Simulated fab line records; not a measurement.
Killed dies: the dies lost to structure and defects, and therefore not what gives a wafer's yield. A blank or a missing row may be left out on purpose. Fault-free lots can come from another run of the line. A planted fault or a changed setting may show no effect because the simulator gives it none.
Split-lot trial | flow berkeley cmos170 | 5 lots, 23 wafers read, on a route of 331 steps

== ON THE SPLIT ==
At UCB170_START_OXIDATION_02 (target thk 20 nm, ox time 1800 s), the setting ox time s was moved away from the recipe's 1800 s on 20 of the 23 wafers read, by -5.9% to +14.8%. The other wafers ran this setting at the recipe's value.

The file shows no step between the split and the reading.

== THE READING ==
At UCB170_START_THK_MEAS_03: START_OXIDE_THK, given in nm. On this fab line, fault-free wafers typically give 20.05 nm with a standard deviation of 0.23 nm.

wafer  | tool, chamber at the split | ox time s as run, s | against the recipe | START_OXIDE_THK, nm | against lot-mates on the recipe
L074.1 | -, -                       | 1992                | +10.7%             | 21.07               | no lot-mate on the recipe
L074.2 | -, -                       | 1992                | +10.7%             | 21.29               | no lot-mate on the recipe
L074.3 | -, -                       | 1992                | +10.7%             | 21.29               | no lot-mate on the recipe
L074.4 | -, -                       | 1992                | +10.7%             | 21.17               | no lot-mate on the recipe
L074.6 | -, -                       | 1992                | +10.7%             | 21.43               | no lot-mate on the recipe
L076.1 | -, -                       | 1704                | -5.3%              | 19.43               | no lot-mate on the recipe
L076.3 | -, -                       | 1704                | -5.3%              | 19.33               | no lot-mate on the recipe
L076.4 | -, -                       | 1704                | -5.3%              | 19.50               | no lot-mate on the recipe
L076.5 | -, -                       | 1704                | -5.3%              | 19.55               | no lot-mate on the recipe
L076.6 | -, -                       | 1704                | -5.3%              | 19.44               | no lot-mate on the recipe
L079.1 | -, -                       | 1693                | -5.9%              | 19.26               | no lot-mate on the recipe
L079.2 | -, -                       | 1693                | -5.9%              | 19.37               | no lot-mate on the recipe
L079.3 | -, -                       | 1693                | -5.9%              | 19.59               | no lot-mate on the recipe
L079.4 | -, -                       | 1693                | -5.9%              | 19.55               | no lot-mate on the recipe
L079.6 | -, -                       | 1693                | -5.9%              | 19.54               | no lot-mate on the recipe
L081.1 | -, -                       | 2066                | +14.8%             | 21.56               | no lot-mate on the recipe
L081.3 | -, -                       | 2066                | +14.8%             | 21.52               | no lot-mate on the recipe
L081.4 | -, -                       | 2066                | +14.8%             | 21.96               | no lot-mate on the recipe
L081.5 | -, -                       | 2066                | +14.8%             | 21.81               | no lot-mate on the recipe
L081.6 | -, -                       | 2066                | +14.8%             | 21.59               | no lot-mate on the recipe
L083.1 | furnace-01, 0              | 1800                | recipe             | 19.71               | -
L083.2 | furnace-01, 0              | 1800                | recipe             | 19.78               | -
L083.3 | furnace-01, 0              | 1800                | recipe             | 19.87               | -

THE FIT
A straight line over all 23 wafers: START_OXIDE_THK changes by +0.111 nm for each +1% of ox time s; r = +0.99; the points scatter about the line by 0.16 nm.
Too few moved wafers have a lot-mate on the recipe to fit a line with each lot's own level taken away.

== THE WHOLE CHAIN: every reading that the file lists as answering this split, in the file's order ==
step                      | what it does                     | reading                                                                            | change (the file's fit)               | r (the file's)
UCB170_START_OXIDATION_02 | target thk 20 nm, ox time 1800 s | SiO2_of_START_OXIDATION_02.thk nm (the simulator's own value, which no gauge read) | +0.111 nm for each +1% of the setting | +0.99
UCB170_START_THK_MEAS_03  |                                  | START_OXIDE_THK                                                                    | +0.111 for each +1% of the setting    | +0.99

== THE FILE'S OWN FIT ==
START_OXIDE_THK changes by +0.111 nm for each +1% of ox time s, r = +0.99.
